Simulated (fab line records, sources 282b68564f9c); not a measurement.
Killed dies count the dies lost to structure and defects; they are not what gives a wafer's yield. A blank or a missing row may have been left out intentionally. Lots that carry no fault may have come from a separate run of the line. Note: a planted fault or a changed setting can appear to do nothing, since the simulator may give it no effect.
The same fault as seen by 2 desks	flow rit_cmos	every desk sees just its own numbers, and what lay behind them comes last

== FROM THE METROLOGY DESK ==
What the gauges read, lot by lot, whatever tool the lot ran on: means of the sampled wafers that have a number. The brackets show how far a lot's mean lies from the usual mean; more than 4 standard deviations puts the lot out of limits, marked OUT.
Columns: A = PRETRO_TW at RIT_PRETRO_TW_MEAS_10, usual 473.6
lot	first seen here	A
L776	day 2 12:32	475.3
L777	day 2 18:21	475.2
L778	day 2 22:56	468.1
L779	day 3 03:55	471.7
L780	day 3 12:32	471.6
L781	day 3 14:30	469.2
L782	day 3 18:29	473.2
L784	day 4 04:08	470.3
L785	day 4 09:25	478.3
L786	day 4 15:41	477.3
L790	day 5 12:45	431.7 (-14) OUT
L791	day 5 16:04	429.8 (-15) OUT
L797	day 6 22:36	473.4
L798	day 7 05:38	474.4
Finding of this desk: L790, L791 out of limits, first seen on L790 at day 5 12:45 (PRETRO_TW at RIT_PRETRO_TW_MEAS_10). Within limits: L776, L777, L778, L779, L780, L781, L782, L784, L785, L786, L797, L798.

== FOR THE TOOL OWNER'S DESK: implanter-01 ==
The tool's own readings at RIT_PRETRO_IMPLANT_08, given as means over the sampled wafers that have a number, one for each lot that went through this tool. The brackets show how far a lot's mean lies from the usual mean; more than 4 standard deviations puts the lot out of limits, marked OUT.
Columns: A = dose_ions_cm2 at RIT_PRETRO_IMPLANT_08, usual 1.1998e+13; B = end_station_pressure_torr at RIT_PRETRO_IMPLANT_08, usual 5.04e-06 Torr; C = faraday_current_uA at RIT_PRETRO_IMPLANT_08, usual 38.1
lot	first seen here	A	B	C
L784	day 4 03:50	1.1982e+13	5.12e-06	38.3
L790	day 5 12:26	8.6817e+12 (-99 or more) OUT	5.11e-06	27.2 (-15) OUT
L791	day 5 15:46	8.6973e+12 (-99 or more) OUT	4.89e-06	27.7 (-14) OUT
Finding of this desk: L790, L791 out of limits; the first was L790 at day 5 12:26, on dose_ions_cm2 at RIT_PRETRO_IMPLANT_08. Within limits: L784.

== BROUGHT TOGETHER ==
An alarm could have come from the tool owner's desk at day 5 12:26, on L790, L791.
The metrology desk could have raised an alarm at day 5 12:45, on L790, L791.
All the named lots went through RIT_PRETRO_IMPLANT_08 on implanter-01.

== WHAT THE SIMULATOR HAD INSERTED ==
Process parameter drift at RIT_PRETRO_IMPLANT_08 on implanter-01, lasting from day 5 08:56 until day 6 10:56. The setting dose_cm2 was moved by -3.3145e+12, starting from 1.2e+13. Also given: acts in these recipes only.
Lots struck among those shown: L790, L791.
Time in hours from fault onset to the first out-of-limits reading at each desk: tool owner's desk 4, metrology desk 4.
